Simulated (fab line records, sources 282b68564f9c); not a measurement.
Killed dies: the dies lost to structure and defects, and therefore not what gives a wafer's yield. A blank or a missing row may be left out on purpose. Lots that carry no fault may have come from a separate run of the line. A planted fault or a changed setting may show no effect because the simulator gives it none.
fab line records -- flow rit_cmos
record: lots: 5, wafers: 15, last_day: 6
route steps=202 shown CONTACT@172 M1@184
lots that met no fault: taken from a fault-free run of the same line
start_h: hours from the record's opening day to when the first of the lot's shown wafers began -- wait_h: how many hours have passed since the lot's step before this one -- " unchanged from the row above -- L1.1+2: one row covering several wafers at once -- - value missing, or start not given -- * or withheld: withheld -- < > ~ a bound
route shown NAME@n: names a module that has steps shown in the file, with the first one's number in the route -- usual: mean and standard deviation over wafers with no fault -- same: alike in all rows -- chamber/n: place in a boat -- sites: readings site by site -- _std_site: how widely they spread, as a standard deviation -- _edge_site: the outer-site mean with the inner-site mean subtracted -- radius_mm: how far each site lies from the wafer's centre -- mask NAME#n: copy n -- behind: the tool/chamber that last shaped the wafer -- hold: cause of the lot's hold/its duration in hours/its outcome -- device: names the non-switching transistor (n, p or np) -- end of line: at the end of the route, the tests of the same wafers -- a step without rows: its recipe alone -- killed: count of dies lost to structure and defects at first sort (not the wafer's yield) -- map: shows each die of a wafer: x if killed, . if not, _ if none is there
set.NAME: the run value of the setting; set.NAME@STEP: its run value at that earlier step -- model.NAME: the simulator's own value behind a step, which no gauge read
lots at some steps of the route; a table a step, a row a wafer
services: from which hour (start_h, from the record's first day; less than 0 if before it) a tool's chamber was out of use, for how many hours, and why
== steps ==
step: RIT_CONTACT_SOFTBAKE_04
recipe: resist: NOVOLAK, temp_c: 90, time_s: 60
step: RIT_CONTACT_EXPOSE_05
recipe: mask_id: M11, na: 0.6, source_shape: conventional, sigma_outer: 0.5, target_cd_nm: 1000, dose_mj: 250
step: RIT_CONTACT_PEB_06
recipe: resist: NOVOLAK, temp_c: withheld, time_s: withheld
step: RIT_CONTACT_DEVELOP_07
recipe: resist: NOVOLAK, develop_time_s: 120, dev_temp_c: 23
step: RIT_CONTACT_CD_MEAS_08
recipe: target_cd_nm: 1000
usual: cd_nm: 999.5/1.6
lot.wafer,tool,chamber,start_h,wait_h,cd_nm
L185.1,cd_sem-01,-,51.93,-,999.6
L185.2,cd_sem-01,-,51.93,-,999.6
L185.3,cd_sem-01,-,51.93,-,999.6
L187.1,cd_sem-02,-,62.07,-,998.5
L187.3,cd_sem-02,-,62.07,-,1001.4
L187.6,cd_sem-02,-,62.07,-,1001.4
L194.3,cd_sem-02,-,98.29,-,997.1
L194.4,cd_sem-02,-,98.29,-,997.8
L194.5,cd_sem-02,-,98.29,-,998.0
L198.1,cd_sem-02,-,118.39,-,1001.8
L198.3,cd_sem-02,-,118.39,-,1002.6
L198.6,cd_sem-02,-,118.39,-,1003.5
L204.4,cd_sem-01,-,149.55,-,1001.0
L204.5,cd_sem-01,-,149.55,-,999.3
L204.6,cd_sem-01,-,149.55,-,999.4
step: RIT_CONTACT_OVL_MEAS_09
usual: CONTACT_OVL: -0.8/1.7
lot.wafer,tool,chamber,start_h,wait_h,CONTACT_OVL[nm]
L185.1,overlay-02,-,52.05,0.1,0.0
L185.2,overlay-02,-,52.05,0.1,0.6
L185.3,overlay-02,-,52.05,0.1,0.9
L187.1,overlay-01,-,62.19,0.1,0.3
L187.3,overlay-01,-,62.19,0.1,0.9
L187.6,overlay-01,-,62.19,0.1,2.2
L194.3,overlay-01,-,98.38,0.1,1.8
L194.4,overlay-01,-,98.38,0.1,2.5
L194.5,overlay-01,-,98.38,0.1,2.1
L198.1,overlay-02,-,118.51,0.1,-1.0
L198.3,overlay-02,-,118.51,0.1,-2.4
L198.6,overlay-02,-,118.51,0.1,-2.4
L204.4,overlay-01,-,149.63,0.1,-1.5
L204.5,overlay-01,-,149.63,0.1,0.8
L204.6,overlay-01,-,149.63,0.1,0.0
step: RIT_CONTACT_HARDBAKE_10
recipe: resist: NOVOLAK, temp_c: 140, time_s: 60
step: RIT_CONTACT_ETCH_11
recipe: target_depth_a: 4800, over_etch_frac: 0.2, stop_on: TiSi2, chemistry: CHF3/CF4/Ar, target: SiO2, CHF3_flow_sccm: 50, cf4_flow_sccm: 10, Ar_flow_sccm: 100, O2_flow_sccm: 5, pressure_mtorr: 100, rf_w: 200, time_s: 320
usual: drypump_motor_current_A: 5.8/0.5, oes_product_au: 0.989/0.012, throttle_valve_pct: 8.87/0.19
same: over_etch_frac: 0.2
lot.wafer,tool,chamber,start_h,wait_h,drypump_motor_current_A,oes_product_au,rf_hours_counter_h,throttle_valve_pct
L185.1,rie_diel-01,2,52.24,0.1,5.5,0.982,22,9.13
L185.2,rie_diel-01,3,52.24,0.1,5.4,1.006,131,8.64
L185.3,rie_diel-01,1,52.24,0.1,6.3,0.976,47,8.94
L187.1,rie_diel-01,2,62.38,0.1,5.5,0.980,22,9.11
L187.3,rie_diel-01,3,62.38,0.1,5.4,0.998,131,8.64
L187.6,rie_diel-01,0,62.38,0.1,5.3,0.993,-,8.84
L194.3,rie_diel-01,2,98.55,0.1,5.5,0.987,23,9.11
L194.4,rie_diel-01,3,98.55,0.1,5.4,1.006,132,8.62
L194.5,rie_diel-01,1,98.55,0.1,6.3,0.975,-,8.95
L198.1,rie_diel-04,1,118.72,0.1,6.7,0.984,7,8.89
L198.3,rie_diel-04,3,118.72,0.1,6.1,0.990,28,8.73
L198.6,rie_diel-04,1,118.72,0.1,6.7,0.981,-,8.88
L204.4,rie_diel-01,2,149.80,0.1,5.5,0.982,24,9.14
L204.5,rie_diel-01,2,149.80,0.1,5.5,0.982,-,9.12
L204.6,rie_diel-01,3,149.80,0.1,5.4,0.998,-,8.64
step: RIT_CONTACT_STRIP_12
recipe: chemistry: O2, time_s: 180, resist: NOVOLAK, platen_temp_c: withheld, power_w: 500, pressure_mtorr: 4000, o2_flow_sccm: 4000
usual: drypump_motor_current_A: 5.9/0.48
lot.wafer,tool,chamber,start_h,wait_h,drypump_motor_current_A,rf_hours_counter_h
L185.1,plasma_asher-04,1,52.43,0.1,5.0,41
L185.2,plasma_asher-04,0,52.43,0.1,5.4,41
L185.3,plasma_asher-04,0,52.43,0.1,5.4,-
L187.1,plasma_asher-04,1,62.57,0.1,5.1,42
L187.3,plasma_asher-04,0,62.57,0.1,5.4,-
L187.6,plasma_asher-04,1,62.57,0.1,5.1,-
L194.3,plasma_asher-02,1,98.81,0.2,5.7,-
L194.4,plasma_asher-02,0,98.81,0.2,6.6,-
L194.5,plasma_asher-02,1,98.81,0.2,5.7,-
L198.1,plasma_asher-01,0,118.92,0.1,5.8,33
L198.3,plasma_asher-01,1,118.92,0.1,6.3,-
L198.6,plasma_asher-01,0,118.92,0.1,5.8,-
L204.4,plasma_asher-01,1,150.05,0.2,6.3,-
L204.5,plasma_asher-01,1,150.05,0.2,6.3,-
L204.6,plasma_asher-01,0,150.05,0.2,5.8,-
step: RIT_CONTACT_CD_MEAS_90
recipe: target_cd_nm: 1000
usual: cd_nm: 999.6/1.6
lot.wafer,tool,chamber,start_h,wait_h,cd_nm
L185.1,cd_sem-02,-,52.61,0.1,999.3
L185.2,cd_sem-02,-,52.61,0.1,999.6
L185.3,cd_sem-02,-,52.61,0.1,999.7
L187.1,cd_sem-02,-,62.75,0.1,998.7
L187.3,cd_sem-02,-,62.75,0.1,1001.2
L187.6,cd_sem-02,-,62.75,0.1,1001.2
L194.3,cd_sem-01,-,98.96,0.1,997.3
L194.4,cd_sem-01,-,98.96,0.1,997.6
L194.5,cd_sem-01,-,98.96,0.1,998.5
L198.1,cd_sem-01,-,119.09,0.1,1001.6
L198.3,cd_sem-01,-,119.09,0.1,1002.6
L198.6,cd_sem-01,-,119.09,0.1,1003.3
L204.4,cd_sem-01,-,150.23,0.1,1001.6
L204.5,cd_sem-01,-,150.23,0.1,999.8
L204.6,cd_sem-01,-,150.23,0.1,999.5
step: RIT_CONTACT_CLEAN_13
recipe: chemistry: SC1, mix: 3:3:50, time_s: 600, temp_c: 75
step: RIT_CONTACT_CLEAN_14
recipe: chemistry: SC2, mix: 3:3:50, time_s: 600, temp_c: 75, dry: n2_spin
step: RIT_M1_SPUTTER_00
recipe: material: Al, target_thk_nm: 400, power_w: 2000, chamber_pressure_pa: 0.4, gas: Ar, time_s: 500, substrate_temp_c: 25
usual: cathode_dc_power_W: 2000.0/0.35, throttle_valve_pct: 30.1/1.3
lot.wafer,tool,chamber,start_h,wait_h,cathode_dc_power_W,throttle_valve_pct,model.Al_of_M1_SPUTTER_00.thk_nm
L185.1,pvd_sputter-03,-,53.27,0.0,1999.8,31.3,397.7
L185.2,pvd_sputter-03,-,53.27,0.0,2000.6,31.6,394.6
L185.3,pvd_sputter-03,-,53.27,0.0,1999.8,29.9,396.5
L187.1,pvd_sputter-03,-,63.41,0.0,2000.3,31.5,401.2
L187.3,pvd_sputter-03,-,63.41,0.0,2000.4,29.9,399.5
L187.6,pvd_sputter-03,-,63.41,0.0,2000.2,30.0,399.1
L194.3,pvd_sputter-03,-,99.39,0.0,804.5,31.5,159.8
L194.4,pvd_sputter-03,-,99.39,0.0,2000.0,29.7,398.2
L194.5,pvd_sputter-03,-,99.39,0.0,804.1,31.6,160.1
L198.1,pvd_sputter-02,-,119.56,0.0,1999.5,32.7,396.9
L198.3,pvd_sputter-02,-,119.56,0.0,1999.6,28.0,394.7
L198.6,pvd_sputter-02,-,119.56,0.0,2000.4,29.3,393.4
L204.4,pvd_sputter-02,-,150.64,0.0,2000.5,29.7,395.5
L204.5,pvd_sputter-02,-,150.64,0.0,2000.7,28.0,394.7
L204.6,pvd_sputter-02,-,150.64,0.0,1999.7,32.5,397.2
step: RIT_M1_RS_MEAS_01
recipe: thk_meas_gauge: four-point-probe, reads: Al_of_M1_SPUTTER_00
usual: M1_AL_RS: 0.0737/0.00076
lot.wafer,tool,chamber,start_h,wait_h,M1_AL_RS[ohm/sq]
L185.1,film_metro-02,-,53.56,0.1,0.0738
L185.2,film_metro-02,-,53.56,0.1,0.0744
L185.3,film_metro-02,-,53.56,0.1,0.0741
L187.1,film_metro-02,-,63.70,0.1,0.0731
L187.3,film_metro-02,-,63.70,0.1,0.0734
L187.6,film_metro-02,-,63.70,0.1,0.0734
L194.3,film_metro-02,-,99.73,0.2,0.1928
L194.4,film_metro-02,-,99.73,0.2,0.0737
L194.5,film_metro-02,-,99.73,0.2,0.1927
L198.1,film_metro-04,-,119.86,0.1,0.0740
L198.3,film_metro-04,-,119.86,0.1,0.0744
L198.6,film_metro-04,-,119.86,0.1,0.0746
L204.4,film_metro-04,-,150.99,0.2,0.0743
L204.5,film_metro-04,-,150.99,0.2,0.0743
L204.6,film_metro-04,-,150.99,0.2,0.0741
step: RIT_M1_THK_MEAS_02
recipe: thk_meas_gauge: xrf, reads: Al_of_M1_SPUTTER_00
usual: M1_AL_THK: 394/4.6
lot.wafer,tool,chamber,start_h,wait_h,M1_AL_THK[nm]
L185.1,film_metro-02,-,53.68,0.1,395
L185.2,film_metro-02,-,53.68,0.1,390
L185.3,film_metro-02,-,53.68,0.1,388
L187.1,film_metro-02,-,63.82,0.1,395
L187.3,film_metro-02,-,63.82,0.1,396
L187.6,film_metro-02,-,63.82,0.1,396
L194.3,film_metro-02,-,99.83,0.1,158
L194.4,film_metro-02,-,99.83,0.1,393
L194.5,film_metro-02,-,99.83,0.1,158
L198.1,film_metro-04,-,119.98,0.1,387
L198.3,film_metro-04,-,119.98,0.1,388
L198.6,film_metro-04,-,119.98,0.1,386
L204.4,film_metro-04,-,151.08,0.1,388
L204.5,film_metro-04,-,151.08,0.1,387
L204.6,film_metro-04,-,151.08,0.1,389
step: RIT_M1_HMDS_03
recipe: prime_time_s: 60, prime_temp_c: 140
step: RIT_M1_COAT_04
recipe: resist: NOVOLAK, spin_rpm: 2000, resist_thk_nm: 1300
step: RIT_M1_SOFTBAKE_05
recipe: resist: NOVOLAK, temp_c: 90, time_s: 60
step: RIT_M1_EXPOSE_06
recipe: mask_id: M12, na: 0.6, source_shape: conventional, sigma_outer: 0.5, target_cd_nm: 2600, dose_mj: 250
step: RIT_M1_PEB_07
recipe: resist: NOVOLAK, temp_c: withheld, time_s: withheld
step: RIT_M1_DEVELOP_08
recipe: resist: NOVOLAK, develop_time_s: 68, dev_temp_c: 23
step: RIT_M1_CD_MEAS_09
recipe: target_cd_nm: 2600
usual: cd_nm: 2599.3/2.8
lot.wafer,tool,chamber,start_h,wait_h,cd_nm
L185.1,cd_sem-01,-,54.62,-,2597.0
L185.2,cd_sem-01,-,54.62,-,2596.6
L185.3,cd_sem-01,-,54.62,-,2597.2
L187.1,cd_sem-01,-,64.76,-,2600.5
L187.3,cd_sem-01,-,64.76,-,2600.4
L187.6,cd_sem-01,-,64.76,-,2599.1
L194.3,cd_sem-01,-,100.79,-,2600.3
L194.4,cd_sem-01,-,100.79,-,2601.3
L194.5,cd_sem-01,-,100.79,-,2601.9
L198.1,cd_sem-02,-,120.92,-,2600.8
L198.3,cd_sem-02,-,120.92,-,2601.3
L198.6,cd_sem-02,-,120.92,-,2602.0
L204.4,cd_sem-02,-,152.05,-,2597.7
L204.5,cd_sem-02,-,152.05,-,2598.5
L204.6,cd_sem-02,-,152.05,-,2600.5
step: RIT_M1_OVL_MEAS_10
usual: M1_OVL: -0.1/1.3
lot.wafer,tool,chamber,start_h,wait_h,M1_OVL[nm]
L185.1,overlay-02,-,54.74,0.1,1.3
L185.2,overlay-02,-,54.74,0.1,-0.6
L185.3,overlay-02,-,54.74,0.1,1.9
L187.1,overlay-02,-,64.88,0.1,-1.1
L187.3,overlay-02,-,64.88,0.1,-0.2
L187.6,overlay-02,-,64.88,0.1,1.5
L194.3,overlay-01,-,100.88,0.1,-2.7
L194.4,overlay-01,-,100.88,0.1,-0.8
L194.5,overlay-01,-,100.88,0.1,0.9
L198.1,overlay-01,-,121.04,0.1,-1.0
L198.3,overlay-01,-,121.04,0.1,0.3
L198.6,overlay-01,-,121.04,0.1,-0.7
L204.4,overlay-01,-,152.13,0.1,1.9
L204.5,overlay-01,-,152.13,0.1,1.9
L204.6,overlay-01,-,152.13,0.1,1.6
step: RIT_M1_HARDBAKE_11
recipe: resist: NOVOLAK, temp_c: 140, time_s: 120
step: RIT_M1_METAL_ETCH_12
recipe: stop_on: SiO2, chemistry: Cl2/BCl3, target: Al, time_s: 165, over_etch_frac: 0.5, pressure_mtorr: 100, target_depth_a: 6000, rf_w: 250, Cl2_flow_sccm: 60, bcl3_flow_sccm: 50
usual: drypump_motor_current_A: 5.57/0.29, oes_product_au: 0.766/0.012, throttle_valve_pct: 8.33/0.063
same: over_etch_frac: 0.5
lot.wafer,tool,chamber,start_h,wait_h,drypump_motor_current_A,oes_product_au,rf_hours_counter_h,throttle_valve_pct
L185.1,rie_metal-03,0,55.03,0.2,5.71,0.770,4,8.30
L185.2,rie_metal-03,1,55.03,0.2,5.14,0.773,4,8.32
L185.3,rie_metal-03,1,55.03,0.2,5.12,0.772,-,8.29
L187.1,rie_metal-02,1,65.24,0.2,5.70,0.781,35,8.40
L187.3,rie_metal-02,1,65.24,0.2,5.69,0.777,-,8.41
L187.6,rie_metal-02,0,65.24,0.2,5.51,0.762,-,8.27
L194.3,rie_metal-03,0,101.21,0.2,5.76,0.510,-,8.33
L194.4,rie_metal-03,1,101.21,0.2,5.11,0.777,-,8.29
L194.5,rie_metal-03,0,101.21,0.2,5.76,0.504,-,8.33
L198.1,rie_metal-03,1,121.32,0.2,5.12,0.771,5,8.30
L198.3,rie_metal-03,1,121.32,0.2,5.13,0.768,-,8.31
L198.6,rie_metal-03,0,121.32,0.2,5.73,0.764,-,8.29
L204.4,rie_metal-01,0,152.45,0.1,5.19,0.772,-,8.24
L204.5,rie_metal-01,1,152.45,0.1,5.89,0.745,-,8.39
L204.6,rie_metal-01,0,152.45,0.1,5.20,0.769,-,8.25
step: RIT_M1_STRIP_13
recipe: chemistry: nmp, resist: NOVOLAK, temp_c: 80, time_s: 600, dry: n2_spin
step: RIT_M1_PROBE_99
usual: defect_limited_yield: 97.3/1.1, killed_at_front_end: 7.1/3, killed_dies: 7.2/3, killed_open: 3.7/2, killed_short: 3.5/2, sort_bin_3_pad_short: 0.1/0.2, sort_bin_5_function: 1.6/0.73, sort_bin_6_memory: 1.0/0.67, sort_n_pass: 256.8/3, sort_yield_pct: 97.3/1.1
same: gross_dies: 264, killed_at_M0_to_M3: 0, killed_at_M4_up: 0, killed_at_back_side: 0, killed_at_contacts: 0, killed_at_other: 0
lot.wafer,tool,chamber,start_h,wait_h,defect_limited_yield[%],killed_at_front_end,killed_dies,killed_open,killed_short,sort_bin_3_pad_short[%],sort_bin_5_function[%],sort_bin_6_memory[%],sort_n_pass,sort_yield_pct[%],model.etest.m1.rs_ohm_sq,model.etest.antenna_m1.vt_shift_v
L185.1,prober-01,-,57.80,0.1,97.3,7,7,2,5,0,1.9,0.8,257.0,97.3,0.07292,-0.012
L185.2,prober-01,-,57.85,0.1,97.0,8,8,6,2,0,2.3,0.8,256.0,97.0,0.07319,-0.01099
L185.3,prober-01,-,57.90,0.2,93.9,16,16,9,7,0.4,3.0,2.7,248.0,93.9,0.07319,-0.01363
L187.1,prober-01,-,67.67,0.1,98.1,5,5,1,4,0.4,0.4,1.1,259.0,98.1,0.07246,-0.01086
L187.3,prober-01,-,67.77,0.2,95.5,12,12,5,7,0.4,1.5,2.7,252.0,95.5,0.07242,-0.008796
L187.6,prober-01,-,67.92,0.2,97.3,7,7,6,1,0,1.1,1.5,257.0,97.3,0.07251,-0.01162
L194.3,prober-02,-,106.80,0.2,95.8,11,11,6,5,0,2.7,1.5,253.0,95.8,0.1817,-0.0214
L194.4,prober-02,-,106.85,0.2,97.7,6,6,2,4,0,1.9,0.4,258.0,97.7,0.07322,-0.009825
L194.5,prober-02,-,106.90,0.2,97.3,7,7,4,3,0.4,1.9,0.4,257.0,97.3,0.1815,-0.02403
L198.1,prober-02,-,124.39,0.1,98.9,3,3,1,1,0,0.4,0.8,261.0,98.9,0.07286,-0.01303
L198.3,prober-02,-,124.49,0.2,95.8,11,11,6,5,0.4,1.9,1.9,253.0,95.8,0.07372,-0.01257
L198.6,prober-02,-,124.64,0.2,95.8,11,11,5,6,0.8,2.3,1.1,253.0,95.8,0.07356,-0.01227
L204.4,prober-02,-,155.33,0.2,96.2,10,10,7,3,0,3.0,0.8,254.0,96.2,0.07313,-0.01088
L204.5,prober-02,-,155.38,0.2,97.3,7,7,4,3,0.4,1.5,0.8,257.0,97.3,0.07373,-0.01088
L204.6,prober-02,-,155.43,0.2,97.0,8,8,4,4,0,2.3,0.8,256.0,97.0,0.07309,-0.01057
killed by level:class
L185.1 SPACER:geometric_particle:short=3 FOX1:geometric_particle:open=1 FOX2:geometric_particle:short=1 GATE:geometric_particle:short=1 SILICIDE:geometric_particle:open=1
L185.2 GATE:geometric_particle:open=5 FOX1:geometric_particle:short=1 FOX1:geometric_particle:open=1 SPACER:geometric_particle:short=1
L185.3 SILICIDE:geometric_particle:open=4 FOX2:geometric_particle:short=3 GATE:geometric_particle:open=3 FOX1:geometric_particle:short=2 GATE:geometric_particle:short=2 FOX1:geometric_particle:open=1 FOX2:geometric_particle:open=1
L187.1 GATE:geometric_particle:short=2 GATE:geometric_particle:open=1 REOX:geometric_particle:short=1 SPACER:geometric_particle:short=1
L187.3 FOX1:geometric_particle:short=2 FOX2:geometric_particle:open=2 SPACER:geometric_particle:open=2 SILICIDE:geometric_particle:short=2 FOX2:geometric_particle:short=1 GATE:geometric_particle:short=1 SPACER:geometric_particle:short=1 SILICIDE:geometric_particle:open=1
L187.6 FOX2:geometric_particle:open=2 GATE:geometric_particle:open=2 REOX:geometric_particle:short=1 FOX1:geometric_particle:open=1 SILICIDE:geometric_particle:open=1
L194.3 SPACER:geometric_particle:short=3 GATE:geometric_particle:open=2 FOX1:geometric_particle:open=1 FOX2:geometric_particle:short=1 REOX:geometric_particle:open=1 REOX:geometric_particle:short=1 SPACER:geometric_particle:open=1 SILICIDE:geometric_particle:open=1
L194.4 GATE:geometric_particle:open=2 GATE:geometric_particle:short=2 FOX1:geometric_particle:short=1 SPACER:geometric_particle:short=1
L194.5 GATE:geometric_particle:open=4 FOX1:geometric_particle:short=1 REOX:geometric_particle:short=1 SPACER:geometric_particle:short=1
L198.1 FOX1:geometric_particle:open=1 GATE:geometric_particle:short=1 GATE:coat_microbubble_printed=1
L198.3 REOX:geometric_particle:short=3 GATE:geometric_particle:short=2 GATE:geometric_particle:open=2 ACTIVE:geometric_particle:open=1 FOX1:geometric_particle:open=1 REOX:geometric_particle:open=1 SILICIDE:geometric_particle:open=1
L198.6 GATE:geometric_particle:open=4 REOX:geometric_particle:short=4 FOX2:geometric_particle:short=1 GATE:geometric_particle:short=1 REOX:geometric_particle:open=1
L204.4 GATE:geometric_particle:open=5 GATE:geometric_particle:short=2 REOX:geometric_particle:open=1 SILICIDE:geometric_particle:short=1 SILICIDE:geometric_particle:open=1
L204.5 GATE:geometric_particle:open=3 FOX2:geometric_particle:short=1 REOX:geometric_particle:short=1 REOX:geometric_particle:open=1 SILICIDE:geometric_particle:short=1
L204.6 GATE:geometric_particle:short=3 GATE:geometric_particle:open=2 REOX:geometric_particle:open=1 REOX:geometric_particle:short=1 SILICIDE:geometric_particle:open=1
== services ==
tool,chamber,start_h,hours,kind
rie_metal-02,0,31.76,3.2,repair
plasma_asher-02,-,34.92,0.8,repair
rie_metal-01,0,51.62,98.0,repair
rie_diel-01,-,64.93,14.6,pm
rie_diel-04,2,82.42,-,clean
rie_diel-04,2,82.42,12.5,scheduled_down
rie_diel-04,2,82.42,12.5,vent_cycle
pvd_sputter-02,-,85.74,2.0,repair
rie_metal-02,-,88.11,0.9,repair
rie_metal-01,1,103.93,26.2,repair
plasma_asher-04,-,108.75,9.0,pm
plasma_asher-04,0,108.75,9.0,vent_cycle
plasma_asher-04,1,108.75,9.0,vent_cycle
plasma_asher-04,0,117.75,-,clean
plasma_asher-04,1,117.75,-,clean
plasma_asher-04,-,135.51,1.5,repair
rie_metal-02,-,136.12,20.0,pm
rie_metal-02,0,136.12,20.0,vent_cycle
rie_metal-02,1,136.12,20.0,vent_cycle
rie_diel-04,-,144.67,1.0,repair
rie_metal-03,0,147.91,1.3,repair
== key ==
first_sign: step: RIT_M1_SPUTTER_00, reading: cathode_dc_power_W, direction: down, sigmas: 99+, usual: 2000.0, struck: 804.3
effect: step: RIT_M1_RS_MEAS_01, reading: M1_AL_RS, direction: up, sigmas: 99+, usual: 0.0737, struck: 0.1927
effect: step: RIT_M1_THK_MEAS_02, reading: M1_AL_THK, direction: down, sigmas: 52, usual: 394, struck: 158
effect: step: RIT_M1_METAL_ETCH_12, reading: oes_product_au, direction: down, sigmas: 22, usual: 0.766, struck: 0.507
model_effect: step: RIT_M1_SPUTTER_00, value: Al_of_M1_SPUTTER_00.thk_nm, without: 399.1, struck: 160
model_effect: step: RIT_M1_PROBE_99, value: etest.m1.rs_ohm_sq, without: 0.07296, struck: 0.1816
met_at RIT_M1_SPUTTER_00
struck_wafers L194.3,L194.5
onset_between 53.27 99.39
fault: kind: process_parameter_drift, tool: pvd_sputter-03, chamber: -, onset_h: 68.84, steps: RIT_M1_SPUTTER_00, channel: power_w, offset: -1195.6, shape: step, end_h: 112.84, acts_in: these_recipes_only, stated: 2000, scope: struck_wafers_only
